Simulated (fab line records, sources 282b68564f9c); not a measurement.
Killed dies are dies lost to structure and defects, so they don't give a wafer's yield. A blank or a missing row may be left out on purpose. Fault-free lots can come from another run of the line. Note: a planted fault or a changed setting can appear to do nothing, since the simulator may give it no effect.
2 desks, one fault | flow ritCmos | every desk sees just its own numbers, and what lay behind them comes last

## THE METROLOGY DESK
Lot by lot, what the gauges showed, no matter which tool ran the lot: averages of those sampled wafers that carry a number. Any lot whose mean is over 4 standard deviations away from the usual mean is out of limits and marked OUT; that distance is given in the brackets.
Columns: A = cdNm at RIT_M1_CD_MEAS_90, usual 2601 nm
lot  | first seen here | A
L957 | day 3 10:23     | 2597
L958 | day 3 16:10     | 2603
L959 | day 3 19:57     | 2607
L960 | day 4 04:31     | 2600
L961 | day 4 09:19     | 2599
L962 | day 4 13:07     | 2601
L966 | day 5 10:39     | 2598
L968 | day 5 17:30     | 2601
L969 | day 5 21:31     | 2608
L972 | day 6 13:22     | 2608
L973 | day 6 20:51     | 2599
L975 | day 7 06:11     | 2598
L978 | day 7 19:19     | 2606
L979 | day 8 03:04     | 2602
This desk's finding: nothing out of limits on any of the 14 lots.

## TOOL OWNER'S DESK, rieMetal-03
The tool's own readings at RIT_M1_METAL_ETCH_12 (etches Al in Cl2/BCl3, stops on SiO2, time 165 s, target depth 600 nm): means of the sampled wafers that have a number, for each lot that ran on this tool. Any lot whose mean is over 4 standard deviations away from the usual mean is out of limits and marked OUT; that distance is given in the brackets.
Columns: A = drypumpMotorCurrentA at RIT_M1_METAL_ETCH_12, usual 5.5 A; B = heBacksideLeakSccm at RIT_M1_METAL_ETCH_12, usual 3.49 sccm; C = oesProductAu at RIT_M1_METAL_ETCH_12, usual 0.770 a.u.; D = runLengthS at RIT_M1_METAL_ETCH_12, usual 193.5 s; E = throttleValvePct at RIT_M1_METAL_ETCH_12, usual 8.32 %
lot  | first seen here | A   | B    | C                | D                       | E
L957 | day 3 09:51     | 6.0 | 3.51 | 0.769            | 193.4                   | 8.38
L960 | day 4 04:00     | 6.0 | 3.56 | 0.764            | 193.6                   | 8.38
L966 | day 5 10:10     | 6.0 | 3.49 | 0.776            | 193.6                   | 8.37
L969 | day 5 20:59     | 5.9 | 3.63 | 0.846 (+7.9) OUT | 171.2 (-51) OUT         | 8.28
L972 | day 6 12:52     | 6.0 | 3.64 | 0.919 (+16) OUT  | 149.7 (-99 or more) OUT | 8.35
This desk finds L969, L972 out of limits, L969 being first, at day 5 20:59 (oesProductAu at RIT_M1_METAL_ETCH_12). L957, L960, L966 stayed within limits.

## BROUGHT TOGETHER
The tool owner's desk had the chance to raise an alarm at day 5 20:59 on L969, L972.
Nothing out of limits was seen by the metrology desk.
The metrology desk has L969, L972 on record, within its limits.
Every lot named ran RIT_M1_METAL_ETCH_12 on rieMetal-03.

## WHAT WAS PUT IN BY THE SIMULATOR
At RIT_M1_METAL_ETCH_12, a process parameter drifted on rieMetal-03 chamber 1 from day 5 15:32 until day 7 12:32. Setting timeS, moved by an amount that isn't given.
Shown lots that were struck: L969, L972.
How many hours passed from the start of the fault until each desk's first out-of-limits reading: the tool owner's desk, 5.
